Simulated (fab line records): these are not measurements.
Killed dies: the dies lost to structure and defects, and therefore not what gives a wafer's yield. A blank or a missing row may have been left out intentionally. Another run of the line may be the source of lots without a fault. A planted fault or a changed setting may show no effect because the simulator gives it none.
fab line records	flow berkeley-cmos170
record lots=14	wafers=42	last-day=13
route steps=331 shown V1@270 M3@310
lots that met no fault: from a run of the same line without faults
start-h: hours from the record's opening day to when the first of the lot's shown wafers began	wait-h: hours elapsed since this lot's preceding step	" repeats the value in the row above	L1.1+2: a row that stands for several wafers	- either no value or no given start	* or withheld: withheld	< > ~ a bound
route shown NAME@n: NAME is a module with steps in the file, n the number in the route of the first one	usual: mean/standard deviation taken from wafers without a fault	same: alike in all rows	chamber/n: place in a boat	sites: each site's reading	_std_site: standard deviation across them	_edge_site: the outer-site mean with the inner-site mean subtracted	radius-mm: for every site, how far away it sits from the centre of the wafer	mask NAME#n: copy n	behind: the most recent tool/chamber to have shaped the wafer	hold: reason for holding the lot/hours on hold/outcome of the hold	device: the transistor (n, p or np) that didn't switch	end of line: the tests these same wafers got at the end of their route	a step without rows: its recipe alone	killed: count of dies lost to structure and defects at first sort (not the wafer's yield)	map: the dies of a wafer, with x for killed, . for not killed, _ for no die there
set.NAME: setting as actually run; set.NAME@STEP: the setting as run at that earlier step	model.NAME: the simulator's own value behind a step, which no gauge read
route steps across a sampled set of lots; one table per step, one row per wafer
services: from which hour (start-h, from the record's first day; less than 0 if before it) a tool's chamber was out of use, for how many hours, and why
## steps
# step UCB170_V1_CD_MEAS_90
# recipe target-cd-nm=700
# usual cd-nm=700.0/1.6
lot.wafer	tool	chamber	start-h	wait-h	cd-nm
L269.1	cd-sem-02	-	176.76	0.1	698.6
L269.5	"	-	"	"	699.9
L269.6	"	-	"	"	699.3
L268.1	cd-sem-02	-	180.25	0.1	696.9
L268.3	"	-	"	"	698.0
L268.4	"	-	"	"	698.7
L272.2	cd-sem-01	-	185.60	0.1	699.0
L272.3	"	-	"	"	699.5
L272.4	"	-	"	"	701.5
L271.2	cd-sem-01	-	187.93	0.1	700.3
L271.4	"	-	"	"	703.4
L271.5	"	-	"	"	699.2
L270.2	cd-sem-02	-	188.05	0.1	697.4
L270.5	"	-	"	"	698.0
L270.6	"	-	"	"	698.9
L273.2	cd-sem-01	-	221.08	0.1	701.8
L273.4	"	-	"	"	701.7
L273.6	"	-	"	"	699.8
L274.3	cd-sem-01	-	221.65	0.1	701.8
L274.4	"	-	"	"	699.6
L274.5	"	-	"	"	700.8
L279.1	cd-sem-01	-	237.32	0.1	700.2
L279.2	"	-	"	"	699.6
L279.5	"	-	"	"	700.3
L283.2	cd-sem-02	-	251.37	0.1	697.9
L283.3	"	-	"	"	697.7
L283.5	"	-	"	"	697.6
L287.1	cd-sem-01	-	278.60	0.1	700.4
L287.4	"	-	"	"	698.7
L287.6	"	-	"	"	701.0
L288.1	cd-sem-01	-	281.12	0.1	698.4
L288.2	"	-	"	"	698.3
L288.5	"	-	"	"	697.7
L289.2	cd-sem-01	-	294.30	0.1	700.1
L289.3	"	-	"	"	703.1
L289.5	"	-	"	"	702.4
L290.1	cd-sem-01	-	295.78	0.1	699.9
L290.3	"	-	"	"	698.7
L290.4	"	-	"	"	698.8
L291.2	cd-sem-01	-	297.43	0.1	700.4
L291.4	"	-	"	"	702.1
L291.6	"	-	"	"	700.3
# step UCB170_M3_SPUTTER_01
# recipe material=Al	target-thk-nm=900	time-s=120	power-w=6000	chamber-pressure-pa=0.5
# usual throttle-valve-pct=29.4/1.4
# same time-s=120
lot.wafer	tool	chamber	start-h	wait-h	throttle-valve-pct
L269.1	pvd-sputter-02	-	182.55	0.0	29.3
L269.5	"	-	"	"	28.2
L269.6	"	-	"	"	31.0
L268.1	pvd-sputter-02	-	185.79	0.0	29.4
L268.3	"	-	"	"	29.2
L268.4	"	-	"	"	28.3
L272.2	pvd-sputter-01	-	191.65	0.0	28.5
L272.3	"	-	"	"	30.3
L272.4	"	-	"	"	30.7
L271.2	pvd-sputter-02	-	194.70	0.0	28.1
L271.4	"	-	"	"	31.0
L271.5	"	-	"	"	28.4
L270.2	pvd-sputter-01	-	194.87	0.0	30.7
L270.5	"	-	"	"	31.0
L270.6	"	-	"	"	29.9
L273.2	pvd-sputter-04	-	227.59	0.0	26.7
L273.4	"	-	"	"	29.4
L273.6	"	-	"	"	30.0
L274.3	pvd-sputter-04	-	228.14	0.0	31.9
L274.4	"	-	"	"	29.4
L274.5	"	-	"	"	27.0
L279.1	pvd-sputter-02	-	242.70	0.0	29.5
L279.2	"	-	"	"	30.8
L279.5	"	-	"	"	30.8
L283.2	pvd-sputter-02	-	257.12	0.0	30.8
L283.3	"	-	"	"	29.1
L283.5	"	-	"	"	28.1
L287.1	pvd-sputter-02	-	284.75	0.0	29.0
L287.4	"	-	"	"	28.1
L287.6	"	-	"	"	30.8
L288.1	pvd-sputter-04	-	287.21	0.0	26.8
L288.2	"	-	"	"	29.2
L288.5	"	-	"	"	29.1
L289.2	pvd-sputter-04	-	302.08	0.0	29.1
L289.3	"	-	"	"	30.0
L289.5	"	-	"	"	30.1
L290.1	pvd-sputter-01	-	302.32	0.0	28.8
L290.3	"	-	"	"	30.0
L290.4	"	-	"	"	30.8
L291.2	pvd-sputter-02	-	302.70	0.0	29.4
L291.4	"	-	"	"	28.1
L291.6	"	-	"	"	30.9
# step UCB170_M3_STRIP_07
# recipe chemistry=O2	power-w=400	pressure-mtorr=3500	platen-temp-c=withheld	o2-flow-sccm=400	overash-fraction=0.5
# usual drypump-motor-current-A=5.5/0.44	oes-product-au=0.735/0.0044	strip-time-to-endpoint-s=21.97/0.062
lot.wafer	tool	chamber	start-h	wait-h	drypump-motor-current-A	oes-product-au	rf-hours-counter-h	strip-time-to-endpoint-s
L269.1	plasma-asher-03	0	183.27	0.1	4.9	0.738	40	21.95
L269.5	"	0	"	"	4.9	0.730	-	22.01
L269.6	"	1	"	"	5.7	0.736	-	21.93
L268.1	plasma-asher-03	1	186.95	0.1	5.7	0.729	41	22.07
L268.3	"	0	"	"	4.9	0.736	-	22.02
L268.4	"	1	"	"	5.7	0.729	-	22.04
L272.2	plasma-asher-03	0	193.25	0.1	4.9	0.740	41	22.01
L272.3	"	0	"	"	4.9	0.722	-	21.96
L272.4	"	1	"	"	5.8	0.734	-	21.95
L271.2	plasma-asher-02	0	195.41	0.1	5.5	0.735	46	22.08
L271.4	"	1	"	"	5.0	0.735	-	22.04
L271.5	"	0	"	"	5.5	0.728	-	22.10
L270.2	plasma-asher-01	0	195.58	0.1	6.2	0.729	9	21.92
L270.5	"	1	"	"	5.6	0.742	-	21.91
L270.6	"	0	"	"	6.2	0.730	-	21.98
L273.2	plasma-asher-02	0	228.54	0.1	5.5	0.734	50	21.91
L273.4	"	1	"	"	5.0	0.739	-	21.95
L273.6	"	0	"	"	5.5	0.734	-	22.00
L274.3	plasma-asher-02	1	229.02	0.1	5.0	0.729	-	21.91
L274.4	"	0	"	"	5.5	0.741	-	21.91
L274.5	"	1	"	"	5.0	0.725	-	22.01
L279.1	plasma-asher-02	1	243.46	0.1	5.0	0.738	51	21.91
L279.2	"	0	"	"	5.5	0.733	51	22.03
L279.5	"	0	"	"	5.5	0.734	-	21.97
L283.2	plasma-asher-01	0	257.84	0.1	6.2	0.742	16	22.05
L283.3	"	1	"	"	5.6	0.741	-	21.98
L283.5	"	0	"	"	6.2	0.736	-	22.00
L287.1	plasma-asher-02	0	285.47	0.1	5.5	0.732	56	21.85
L287.4	"	1	"	"	5.0	0.736	-	21.89
L287.6	"	0	"	"	5.4	0.732	-	21.92
L288.1	plasma-asher-03	1	287.93	0.1	5.8	0.741	51	21.94
L288.2	"	0	"	"	4.9	0.739	51	22.03
L288.5	"	1	"	"	5.7	0.737	-	22.01
L289.2	plasma-asher-03	0	302.79	0.1	4.9	0.730	52	21.90
L289.3	"	1	"	"	5.7	0.736	-	21.94
L289.5	"	1	"	"	5.8	0.738	-	21.91
L290.1	plasma-asher-02	0	303.05	0.1	5.5	0.750	58	22.01
L290.3	"	1	"	"	5.0	0.732	-	21.94
L290.4	"	0	"	"	5.5	0.736	-	22.10
L291.2	plasma-asher-02	0	303.50	0.1	5.4	0.734	58	21.88
L291.4	"	1	"	"	5.0	0.740	-	21.82
L291.6	"	1	"	"	5.0	0.734	-	21.85
# step UCB170_M3_ETCH_17
# recipe chemistry=N2/H2	target-depth-a=withheld	overetch-a=withheld	target=BARC	time-s=withheld	source-w=500	bias-w=100	pressure-mtorr=30	n2-flow-sccm=100	h2-flow-sccm=200
# usual drypump-motor-current-A=5.6/0.55	oes-product-au=1.003/0.019	throttle-valve-pct=13.30/0.2
lot.wafer	tool	chamber	start-h	wait-h	drypump-motor-current-A	oes-product-au	throttle-valve-pct
L269.1	rie-diel-01	3	184.55	0.0	5.1	1.018	13.40
L269.5	"	0	"	"	6.4	1.002	13.14
L269.6	"	3	"	"	5.1	1.024	13.40
L268.1	rie-diel-04	1	188.46	0.0	6.6	1.012	13.23
L268.3	"	2	"	"	5.3	0.973	13.68
L268.4	"	3	"	"	5.5	0.983	13.10
L272.2	rie-diel-04	3	198.78	0.0	5.6	1.006	13.11
L272.3	"	1	"	"	6.7	1.004	13.23
L272.4	"	3	"	"	5.5	0.990	13.09
L271.2	rie-diel-01	0	199.05	0.0	6.4	1.015	13.14
L271.4	"	2	"	"	5.6	0.983	13.16
L271.5	"	3	"	"	5.1	1.018	13.41
L270.2	rie-diel-04	3	199.38	0.0	5.5	1.004	13.11
L270.5	"	1	"	"	6.7	1.018	13.24
L270.6	"	0	"	"	5.1	1.045	13.44
L273.2	rie-diel-04	2	232.67	0.0	5.3	0.753	13.68
L273.4	"	3	"	"	5.5	0.768	13.08
L273.6	"	0	"	"	5.1	0.782	13.43
L274.3	rie-diel-01	2	232.79	0.0	5.6	0.971	13.18
L274.4	"	2	"	"	5.6	0.966	13.17
L274.5	"	3	"	"	5.1	1.006	13.43
L279.1	rie-diel-04	3	245.74	0.0	5.5	0.756	13.09
L279.2	"	0	"	"	5.1	0.787	13.44
L279.5	"	2	"	"	5.3	0.748	13.66
L283.2	rie-diel-01	0	259.11	0.0	6.4	1.006	13.17
L283.3	"	2	"	"	5.6	0.970	13.16
L283.5	"	3	"	"	5.1	1.007	13.41
L287.1	rie-diel-01	2	287.31	0.0	5.6	0.977	13.16
L287.4	"	1	"	"	4.8	1.025	13.04
L287.6	"	3	"	"	5.1	1.009	13.43
L288.1	rie-diel-01	2	289.33	0.0	5.6	0.976	13.15
L288.2	"	1	"	"	4.9	1.032	13.03
L288.5	"	2	"	"	5.6	0.973	13.16
L289.2	rie-diel-02	2	304.45	0.0	5.7	1.011	13.64
L289.3	"	1	"	"	5.8	0.995	13.57
L289.5	"	1	"	"	5.8	1.008	13.58
L290.1	rie-diel-01	0	304.66	0.0	6.4	1.016	13.16
L290.3	"	2	"	"	5.6	0.976	13.16
L290.4	"	3	"	"	5.1	1.017	13.41
L291.2	rie-diel-04	1	304.78	0.0	6.6	1.003	13.25
L291.4	"	1	"	"	6.7	0.995	13.22
L291.6	"	3	"	"	5.5	0.984	13.10
## services
tool	chamber	start-h	hours	kind
rie-diel-01	1	164.80	-	clean
rie-diel-01	1	164.80	21.1	scheduled-down
rie-diel-01	1	164.80	21.1	vent-cycle
plasma-asher-01	-	168.48	2.8	pm
pvd-sputter-02	-	168.60	2.0	repair
rie-diel-02	-	173.19	14.6	pm
rie-diel-04	2	198.68	5.7	repair
rie-diel-01	0	223.88	-	clean
rie-diel-01	0	223.88	16.2	scheduled-down
rie-diel-01	0	223.88	16.2	vent-cycle
plasma-asher-02	-	237.96	3.0	repair
rie-diel-01	1	257.55	6.3	repair
rie-diel-02	-	260.25	15.6	pm
rie-diel-04	2	289.36	-	clean
## key
first-sign step=UCB170_M3_ETCH_17	reading=oes-product-au	direction=down	sigmas=12	usual=1.003	struck=0.766
effect none on later readings
met-at UCB170_M3_ETCH_17
struck-lots L273,L279
not-acting-at UCB170_V1_CD_MEAS_90,UCB170_M3_SPUTTER_01,UCB170_M3_STRIP_07
onset-between 199.38 232.67
fault kind=process-parameter-drift	tool=rie-diel-04	chamber=-	onset-h=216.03	steps=UCB170_M3_ETCH_17	channel=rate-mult	offset=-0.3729	shape=step	end-h=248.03
